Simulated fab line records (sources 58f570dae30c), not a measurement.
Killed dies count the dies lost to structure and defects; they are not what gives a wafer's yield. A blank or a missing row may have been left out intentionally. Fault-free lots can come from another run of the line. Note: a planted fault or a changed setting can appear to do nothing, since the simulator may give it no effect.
The tool behind it: which one? -- flow berkeley_cmos170 -- 7 lots, 21 wafers sampled, at 2 steps of a route of 331

== WHAT THE GAUGES SHOWED, per wafer ==
UCB170_SDANNEAL_RS_MEAS_04: measures by four-point-probe.
lot,measured,on,PLDD_RS (ohm/sq)
L170,day 8 19:21,film_metro-02,1035.7 1032.8 1032.3
L172,day 8 20:13,film_metro-02,1034.4 1035.0 1032.5
L174,day 9 10:01,film_metro-02,1030.4 1030.6 1030.8
L177,day 9 20:04,film_metro-02,1034.0 1035.9 1032.0
L184,day 11 16:28,film_metro-01,1022.0 1022.5 1022.3
L186,day 11 16:52,film_metro-02,1022.1 1021.4 1021.7
L189,day 12 08:54,film_metro-02,1036.7 1035.8 1034.2

== EACH LOT AND THE TOOL THAT RAN IT (in order: tool; ch and the chambers of the sampled wafers; start) ==
lot,UCB170_PLDD_IMPLANT_08
L170,"implanter-03 ch 0, day 8 04:46"
L172,"implanter-04 ch 0, day 8 05:14"
L174,"implanter-04 ch 0, day 8 19:54"
L177,"implanter-02 ch 0, day 9 05:58"
L184,"implanter-04 ch 0, day 11 03:08"
L186,"implanter-04 ch 0, day 11 03:35"
L189,"implanter-02 ch 0, day 11 18:02"
- UCB170_PLDD_IMPLANT_08

== THE ANSWER, worked out from the rows above alone ==
Rule: usual is defined by the lots themselves. Put in order of their means at a reading, lots are off if they are a third of the lots or fewer, leave a main group of 4 or more, and stand apart from it by a gap of 3 or more times the standard deviation of the main group's means; of several such gaps the widest counts. The tables above print the reading to a certain number of digits; a main group whose means all agree to those digits is not used. Also off: a lot with no number at a reading for which 4 or more lots have one. Where the step has rows for the other lots, those lots are counted as sound.
Off: at UCB170_SDANNEAL_RS_MEAS_04 (PLDD_RS), L184, L186. The main group has a mean of 1033.5 ohm/sq with a standard deviation of 1.6.
If a tool, at a process step before that reading, ran all the lots that are off and no sound lot after the first of them, it fits. Those tools and the gauges at UCB170_SDANNEAL_RS_MEAS_04 are tried in the same way. One fits: UCB170_PLDD_IMPLANT_08 on implanter-04. Its last sound lot is L174 (day 8 19:54), its first lot that is off L184 (day 11 03:08): a fault that began between those two fits.

== WHAT HAD BEEN PUT IN BY THE SIMULATOR ==
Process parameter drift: implanter-04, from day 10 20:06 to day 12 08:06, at UCB170_PLDD_IMPLANT_08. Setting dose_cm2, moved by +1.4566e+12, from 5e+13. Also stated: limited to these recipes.
Shown lots that were struck: L184, L186. The rule above found the same.
